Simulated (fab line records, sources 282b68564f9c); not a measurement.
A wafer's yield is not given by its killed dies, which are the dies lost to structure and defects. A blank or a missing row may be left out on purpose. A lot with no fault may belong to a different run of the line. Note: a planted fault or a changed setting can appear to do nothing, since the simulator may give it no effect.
Which tool was responsible? || flow rit_cmos || 13 lots with 39 wafers sampled at 2 steps, on a route of 202 steps

## WHAT THE GAUGES READ, wafer by wafer
RIT_CONTACT_THK_MEAS_01. Usual: CONTACT_TEOS_THK gives 406 nm (standard deviation 5.7).
{"lot": "L323", "measured": "day 3 02:30", "on": "film_metro-03", "CONTACT_TEOS_THK (nm)": "406 399 406", "flag": ""}
{"lot": "L324", "measured": "day 3 08:18", "on": "film_metro-04", "CONTACT_TEOS_THK (nm)": "406 408 410", "flag": ""}
{"lot": "L325", "measured": "day 3 12:06", "on": "film_metro-03", "CONTACT_TEOS_THK (nm)": "414 416 410", "flag": ""}
{"lot": "L326", "measured": "day 3 17:29", "on": "film_metro-03", "CONTACT_TEOS_THK (nm)": "399 403 406", "flag": ""}
{"lot": "L327", "measured": "day 3 21:44", "on": "film_metro-04", "CONTACT_TEOS_THK (nm)": "403 407 406", "flag": ""}
{"lot": "L328", "measured": "day 4 04:00", "on": "film_metro-01", "CONTACT_TEOS_THK (nm)": "404 411 414", "flag": ""}
{"lot": "L330", "measured": "day 4 13:06", "on": "film_metro-01", "CONTACT_TEOS_THK (nm)": "402 402 407", "flag": ""}
{"lot": "L331", "measured": "day 4 18:02", "on": "film_metro-01", "CONTACT_TEOS_THK (nm)": "402 406 403", "flag": ""}
{"lot": "L332", "measured": "day 5 00:16", "on": "film_metro-01", "CONTACT_TEOS_THK (nm)": "404 411 409", "flag": ""}
{"lot": "L334", "measured": "day 5 09:16", "on": "film_metro-03", "CONTACT_TEOS_THK (nm)": "400 405 415", "flag": ""}
{"lot": "L337", "measured": "day 6 00:26", "on": "film_metro-03", "CONTACT_TEOS_THK (nm)": "406 421 426", "flag": ""}
{"lot": "L344", "measured": "day 7 12:04", "on": "film_metro-03", "CONTACT_TEOS_THK (nm)": "404 401 411", "flag": ""}
{"lot": "L345", "measured": "day 7 18:28", "on": "film_metro-04", "CONTACT_TEOS_THK (nm)": "396 406 404", "flag": ""}

## WHAT TOOL EACH LOT RAN ON (gives the tool, then ch and the chambers of the sampled wafers, and finally the start)
{"lot": "L323", "RIT_CONTACT_CVD_00": "pecvd-02 ch 0,2, day 3 02:26"}
{"lot": "L324", "RIT_CONTACT_CVD_00": "pecvd-04 ch 0,1, day 3 08:14"}
{"lot": "L325", "RIT_CONTACT_CVD_00": "pecvd-03 ch 0,1,2, day 3 12:03"}
{"lot": "L326", "RIT_CONTACT_CVD_00": "pecvd-02 ch 0,2, day 3 17:26"}
{"lot": "L327", "RIT_CONTACT_CVD_00": "pecvd-04 ch 0,1,2, day 3 21:41"}
{"lot": "L328", "RIT_CONTACT_CVD_00": "pecvd-03 ch 0,1, day 4 03:57"}
{"lot": "L330", "RIT_CONTACT_CVD_00": "pecvd-04 ch 0,1, day 4 13:03"}
{"lot": "L331", "RIT_CONTACT_CVD_00": "pecvd-03 ch 1,2, day 4 17:58"}
{"lot": "L332", "RIT_CONTACT_CVD_00": "pecvd-04 ch 0,1, day 5 00:13"}
{"lot": "L334", "RIT_CONTACT_CVD_00": "pecvd-03 ch 0,1,2, day 5 09:13"}
{"lot": "L337", "RIT_CONTACT_CVD_00": "pecvd-03 ch 0,1,2, day 6 00:23"}
{"lot": "L344", "RIT_CONTACT_CVD_00": "pecvd-04 ch 0,2, day 7 12:01"}
{"lot": "L345", "RIT_CONTACT_CVD_00": "pecvd-02 ch 1,2, day 7 18:25"}
- RIT_CONTACT_CVD_00: deposits SiO2 from TEOS, target thk 400 nm, time 61.82 s.

## WHAT THE TOOLS THEMSELVES READ (means of the sampled wafers that have a number; where no wafer has one, the mark that the record gives instead)
RIT_CONTACT_CVD_00. Usual: heater_power_w 323 W, standard deviation 60.
{"lot": "L323", "tool": "pecvd-02", "heater_power_w (W)": 304, "flag": ""}
{"lot": "L324", "tool": "pecvd-04", "heater_power_w (W)": 290, "flag": ""}
{"lot": "L325", "tool": "pecvd-03", "heater_power_w (W)": 331, "flag": ""}
{"lot": "L326", "tool": "pecvd-02", "heater_power_w (W)": 329, "flag": ""}
{"lot": "L327", "tool": "pecvd-04", "heater_power_w (W)": 315, "flag": ""}
{"lot": "L328", "tool": "pecvd-03", "heater_power_w (W)": 329, "flag": ""}
{"lot": "L330", "tool": "pecvd-04", "heater_power_w (W)": 282, "flag": ""}
{"lot": "L331", "tool": "pecvd-03", "heater_power_w (W)": 299, "flag": ""}
{"lot": "L332", "tool": "pecvd-04", "heater_power_w (W)": 280, "flag": ""}
{"lot": "L334", "tool": "pecvd-03", "heater_power_w (W)": 327, "flag": ""}
{"lot": "L337", "tool": "pecvd-03", "heater_power_w (W)": 294, "flag": ""}
{"lot": "L344", "tool": "pecvd-04", "heater_power_w (W)": 329, "flag": ""}
{"lot": "L345", "tool": "pecvd-02", "heater_power_w (W)": 340, "flag": ""}

## THE ANSWER, worked out from the rows above alone
Rule: lot off if the mean of its wafers having a number is beyond 3 standard deviations from the usual mean. Also off: a lot with no number at a reading for which 4 or more lots have one. Where the step has rows for the other lots, those lots are counted as sound. Order of review: gauges by route order, followed by the tools' own readings, for which a lot's mean as printed above is used. At the first step where some lot is off, the reading lying furthest off is the one used; lots without a number count as furthest.
Nothing can be told from this: no lot is off at any reading shown.

## WHAT THE SIMULATOR PUT IN
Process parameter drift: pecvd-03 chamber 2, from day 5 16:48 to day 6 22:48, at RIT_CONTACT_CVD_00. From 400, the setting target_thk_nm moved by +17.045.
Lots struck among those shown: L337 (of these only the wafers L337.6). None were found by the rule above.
